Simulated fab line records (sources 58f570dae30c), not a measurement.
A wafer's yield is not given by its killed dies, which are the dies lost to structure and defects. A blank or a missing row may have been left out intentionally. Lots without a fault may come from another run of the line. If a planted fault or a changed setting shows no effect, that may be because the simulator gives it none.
8D (eight disciplines) problem report, filled in by code / flow berkeley-cmos170 / the parts of the form that need people (team, actions taken, sign-off) are left out

== 1. WHAT IS WRONG ==
tube-center-temp-C at UCB170_FIELD_OXIDATION_01 reads a mean of 1007.95 C on 6 wafers of 2 lots; wafers without a fault read 999.99 C with a standard deviation of 0.092. That is +87 standard deviations from the usual mean.
The step: target thk 558.3 nm, ox time 7200 s.
First observed at day 7 14:07: wafer L977.2, on furnace-03. At this step, 42 wafers from 14 lots have a number in the record. Rule for "out", or "out of limits": more than 4 standard deviations from the usual mean. The rest of the wafers with a number are treated as sound.

== 2. WHAT IT IS, WHAT IT ISN'T ==
question=which readings at this step | is=tube-center-temp-C, spike-tc-centre-C, spike-tc-load-C, spike-tc-source-C, tube_center_temp_C_max | is not=-
question=which lots | is=L977, L978 | is not=L964, L965, L966, L967, L968, L970, L972, L973, L974, L982, L985, L986
question=which wafers of those lots | is=all that have a number | is not=-
question=read on which tools | is=furnace-03 | is not=furnace-02, furnace-04
question=when | is=from day 7 14:07 | is not=up to then (27 sound wafers); but 9 sound wafers of L982, L985, L986 came after

== 3. WHAT RULES OUT EACH SUSPECT ==
Counting: any tool at a process step up to the reading is kept as a suspect provided that every lot that is out went through it and no sound lot did after the first of them.
- furnace-03 at UCB170_FIELD_OXIDATION_01 (target thk 558.3 nm, ox time 7200 s): kept. Every lot that is out went through it, starting with L977 (day 7 14:07), and after that it ran no sound lot; the last sound lot it ran before then is L974 (day 7 03:00). Its own spike-tc-centre-C, spike-tc-load-C, spike-tc-source-C, tube-center-temp-C, tube_center_temp_C_max readings are out on those wafers.
Remaining after the count: furnace-03 at UCB170_FIELD_OXIDATION_01.

== 4. THE CAUSE (what the simulator had put in) ==
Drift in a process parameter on furnace-03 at UCB170_FIELD_OXIDATION_01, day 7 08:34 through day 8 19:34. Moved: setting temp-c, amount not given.
After counting, this tool was the only one left.

== 5. SEQUENCE OF EFFECTS, ordered by route ==
Rows list readings where the struck wafers' mean (over those with a number) sits beyond 3 standard deviations from the usual. Readings are gone through only where the record gives a usual standard deviation; hours: the median, over the lots, of the time from a lot's start at the first step in this table giving one to that lot's start at this step; sigmas: the change measured in usual standard deviations.
hours=0; step=UCB170_FIELD_OXIDATION_01; reading=spike-tc-centre-C; usual=1002.5 C; on struck wafers=1010.7; change=+8.2; sigmas=+7.5
hours=0; step=UCB170_FIELD_OXIDATION_01; reading=spike-tc-load-C; usual=1025.1 C; on struck wafers=1035.1; change=+10.0; sigmas=+6.3
hours=0; step=UCB170_FIELD_OXIDATION_01; reading=spike-tc-source-C; usual=1022.9 C; on struck wafers=1032.7; change=+9.8; sigmas=+4.7
hours=0; step=UCB170_FIELD_OXIDATION_01; reading=tube-center-temp-C; usual=999.99 C; on struck wafers=1007.95; change=+7.96; sigmas=+87
hours=0; step=UCB170_FIELD_OXIDATION_01; reading=tube_center_temp_C_max; usual=1002.6; on struck wafers=1010.2; change=+7.6; sigmas=+18
The process steps in it:
- UCB170_FIELD_OXIDATION_01: target thk 558.3 nm, ox time 7200 s.
At these later measuring or inspecting steps, every struck wafer for which the step has a row has a number for every such reading, and none has moved that far: UCB170_FIELD_THK_MEAS_02, UCB170_FIELD_THK_MEAS_91.

== 6. HOW IT WOULD HAVE BEEN CAUGHT EARLIER ==
In this record no reading fell out of limits until day 7 14:07, 6 hours after the fault had begun at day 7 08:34.
